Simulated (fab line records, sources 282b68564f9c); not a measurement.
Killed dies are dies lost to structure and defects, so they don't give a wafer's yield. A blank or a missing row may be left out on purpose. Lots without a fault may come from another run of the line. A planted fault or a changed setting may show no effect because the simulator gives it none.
fab line records | flow rit_cmos
record lots=14 wafers=42 last_day=8
route steps=202 shown NRETRO@61 M1@202
lots that met no fault: from a run of the same line without faults
start_h: hours from the record's first day to the start of the lot's first wafer shown | wait_h: hours since the lot's step before | " the same as in the row above | L1.1+2: a row that stands for several wafers | - no value, or no start given | * or withheld: withheld | < > ~ a bound
route shown NAME@n: a module of which the file shows steps, and the number in the route of the first | usual: mean/standard deviation of fault-free wafers | same: alike in all rows | chamber/n: place in a boat | sites: the reading at each site | _std_site: their standard deviation | _edge_site: outer sites' mean less inner sites' | radius_mm: how far each site lies from the wafer's centre | mask NAME#n: copy n | behind: the tool/chamber that last shaped the wafer | hold: why the lot was held/for how many hours/how that ended | device: the transistor (n, p or np) that didn't switch | end of line: the same wafers' tests at the end of the route | a step without rows: its recipe alone | killed: dies lost to structure and defects at the first sort, not the wafer's yield | map: a wafer's dies, x killed, . not, _ none there
set.NAME: the setting as run; set.NAME@STEP: as run at that earlier step | model.NAME: the simulator's own value behind a step, which no gauge read
steps of the route over a sample of lots; a table a step, a row a wafer
services: from which hour (start_h, from the record's first day; less than 0 if before it) a tool's chamber was out of use, for how many hours, and why
## steps
# step RIT_NRETRO_IMPLANT_08
# recipe species=P energy_kev=70 dose_cm2=1.02e+13 tilt_deg=7
# usual beam_on_s=10.01/0.2 tilt_deg=6.995/0.017
# columns lot.wafer tool chamber start_h wait_h beam_on_s tilt_deg
L111.3 implanter-03 0 38.08 0.2 9.90 6.983
L111.5 " 0 " " 10.20 6.984
L111.6 " 0 " " 10.00 6.975
L112.1 implanter-04 0 41.40 0.2 9.93 6.965
L112.3 " 0 " " 9.70 6.984
L112.6 " 0 " " 10.21 6.974
L113.1 implanter-02 0 46.22 0.2 9.92 6.974
L113.2 " 0 " " 9.63 7.000
L113.5 " 0 " " 10.02 7.002
L114.3 implanter-03 0 50.25 0.2 10.00 7.000
L114.4 " 0 " " 9.92 7.043
L114.6 " 0 " " 10.01 7.006
L116.3 implanter-03 0 61.55 0.2 9.70 7.002
L116.5 " 0 " " 10.11 6.971
L116.6 " 0 " " 9.96 6.964
L117.1 implanter-02 0 66.60 0.2 9.81 6.992
L117.2 " 0 " " 10.32 7.012
L117.6 " 0 " " 10.01 7.008
L119.2 implanter-04 0 74.91 0.2 9.68 7.035
L119.4 " 0 " " 10.19 7.036
L119.5 " 0 " " 9.77 7.026
L120.3 implanter-02 0 80.15 0.2 9.86 6.990
L120.5 " 0 " " 10.04 7.030
L120.6 " 0 " " 10.30 7.008
L121.1 implanter-04 0 89.04 0.2 10.39 6.988
L121.3 " 0 " " 9.83 6.991
L121.4 " 0 " " 10.11 6.967
L122.2 implanter-02 0 95.82 0.2 10.17 7.000
L122.3 " 0 " " 10.09 6.989
L122.4 " 0 " " 9.94 6.994
L122.2 implanter-02 0 96.14 0.3 10.12 7.001
L122.3 " 0 " " 10.16 7.015
L122.4 " 0 " " 10.08 7.011
L123.1 implanter-03 0 100.30 0.2 9.88 6.989
L123.3 " 0 " " 9.93 6.972
L123.5 " 0 " " 10.29 6.984
L124.1 implanter-03 0 108.01 0.2 9.99 7.002
L124.3 " 0 " " 9.91 7.015
L124.6 " 0 " " 9.98 7.002
L127.1 implanter-02 0 125.18 0.2 10.05 6.992
L127.3 " 0 " " 10.43 6.993
L127.6 " 0 " " 10.02 6.988
L127.1 implanter-02 0 125.49 0.3 10.03 7.004
L127.3 " 0 " " 9.89 6.981
L127.6 " 0 " " 9.82 6.992
L134.3 implanter-04 0 150.03 0.2 10.07 6.964
L134.4 " 0 " " 9.80 7.000
L134.6 " 0 " " 9.75 6.992
# step RIT_NRETRO_TW_MEAS_10
# usual NRETRO_TW=1065/5.6
# columns lot.wafer tool chamber start_h wait_h NRETRO_TW
L111.3 film_metro-01 - 38.38 0.1 1062
L111.5 " - " " 1070
L111.6 " - " " 1063
L112.1 film_metro-02 - 41.73 0.1 1061
L112.3 " - " " 1060
L112.6 " - " " 1053
L113.1 film_metro-02 - 46.55 0.1 1058
L113.2 " - " " 1065
L113.5 " - " " 1065
L114.3 film_metro-04 - 50.54 0.1 1065
L114.4 " - " " 1070
L114.6 " - " " 1074
L116.3 film_metro-04 - 61.85 0.1 1071
L116.5 " - " " 1068
L116.6 " - " " 1066
L117.1 film_metro-01 - 66.92 0.1 1062
L117.2 " - " " 1062
L117.6 " - " " 1063
L119.2 film_metro-04 - 75.22 0.1 1075
L119.4 " - " " 1074
L119.5 " - " " 1074
L120.3 film_metro-04 - 80.44 0.1 1075
L120.5 " - " " 1071
L120.6 " - " " 1077
L121.1 film_metro-02 - 89.37 0.1 1070
L121.3 " - " " 1062
L121.4 " - " " 1070
L122.2 film_metro-02 - 96.49 0.2 1327
L122.3 " - " " 1328
L122.4 " - " " 1325
L122.2 film_metro-02 - 96.72 0.2 1329
L122.3 " - " " 1317
L122.4 " - " " 1326
L123.1 film_metro-02 - 100.62 0.1 1053
L123.3 " - " " 1056
L123.5 " - " " 1057
L124.1 film_metro-02 - 108.34 0.1 1060
L124.3 " - " " 1058
L124.6 " - " " 1062
L127.1 film_metro-01 - 125.82 0.1 1339
L127.3 " - " " 1336
L127.6 " - " " 1333
L127.1 film_metro-01 - 126.04 0.2 1336
L127.3 " - " " 1339
L127.6 " - " " 1333
L134.3 film_metro-01 - 150.33 0.1 1056
L134.4 " - " " 1066
L134.6 " - " " 1067
# step RIT_M1_PROBE_99
# usual defect_limited_yield=97.3/1.1 killed_at_contacts=0.1/0.28 killed_at_front_end=7.1/2.8 killed_dies=7.1/2.9 killed_open=3.4/2 killed_short=3.6/2.1 sort_bin_3_pad_short=0.1/0.21 sort_bin_5_function=1.5/0.85 sort_bin_6_memory=1.0/0.65 sort_n_pass=256.9/2.9 sort_yield_pct=97.3/1.1
# same gross_dies=264 killed_at_M0_to_M3=0 killed_at_M4_up=0 killed_at_back_side=0 killed_at_other=0
# columns lot.wafer tool chamber start_h wait_h defect_limited_yield[%] killed_at_contacts killed_at_front_end killed_dies killed_open killed_short sort_bin_3_pad_short[%] sort_bin_5_function[%] sort_bin_6_memory[%] sort_n_pass sort_yield_pct[%]
L121.1 prober-02 - 129.46 0.1 98.5 0 4 4 2 2 0 1.1 0.4 260.0 98.5
L121.3 prober-02 - 129.56 0.2 98.9 0 3 3 2 1 0 0.8 0.4 261.0 98.9
L121.4 prober-02 - 129.61 0.2 97.7 0 6 6 4 2 0 1.1 1.1 258.0 97.7
# killed by level:class
L121.1 GATE:geometric_particle:open=2 SPACER:geometric_particle:short=2
L121.3 GATE:geometric_particle:open=2 SPACER:geometric_particle:short=1
L121.4 GATE:geometric_particle:open=2 FOX2:geometric_particle:short=1 REOX:geometric_particle:open=1 SPACER:geometric_particle:open=1 SPACER:geometric_particle:short=1
## services
# columns tool chamber start_h hours kind
implanter-03 - 39.37 4.0 repair
implanter-04 - 51.77 1.9 repair
implanter-02 - 99.41 7.6 pm
implanter-02 - 111.60 8.0 repair
implanter-03 - 111.88 1.1 repair
implanter-04 - 127.20 0.7 repair
implanter-02 - 131.51 1.8 repair
## key
first_sign step=RIT_NRETRO_IMPLANT_08 reading=visit direction=added
effect step=RIT_NRETRO_TW_MEAS_10 reading=visit direction=added
effect step=RIT_NRETRO_TW_MEAS_10 reading=NRETRO_TW direction=up sigmas=47 usual=1065 struck=1331
met_at RIT_NRETRO_IMPLANT_08
struck_lots L122,L127
scrapped_behind RIT_NRETRO_TW_MEAS_10 L122.2,L122.3,L122.4,L127.1,L127.3,L127.6
fault kind=repeated_step_whole tool=implanter-02,implanter-03,implanter-04 chamber=- onset_h=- steps=RIT_NRETRO_IMPLANT_08 times=1 scope=struck_lots_only
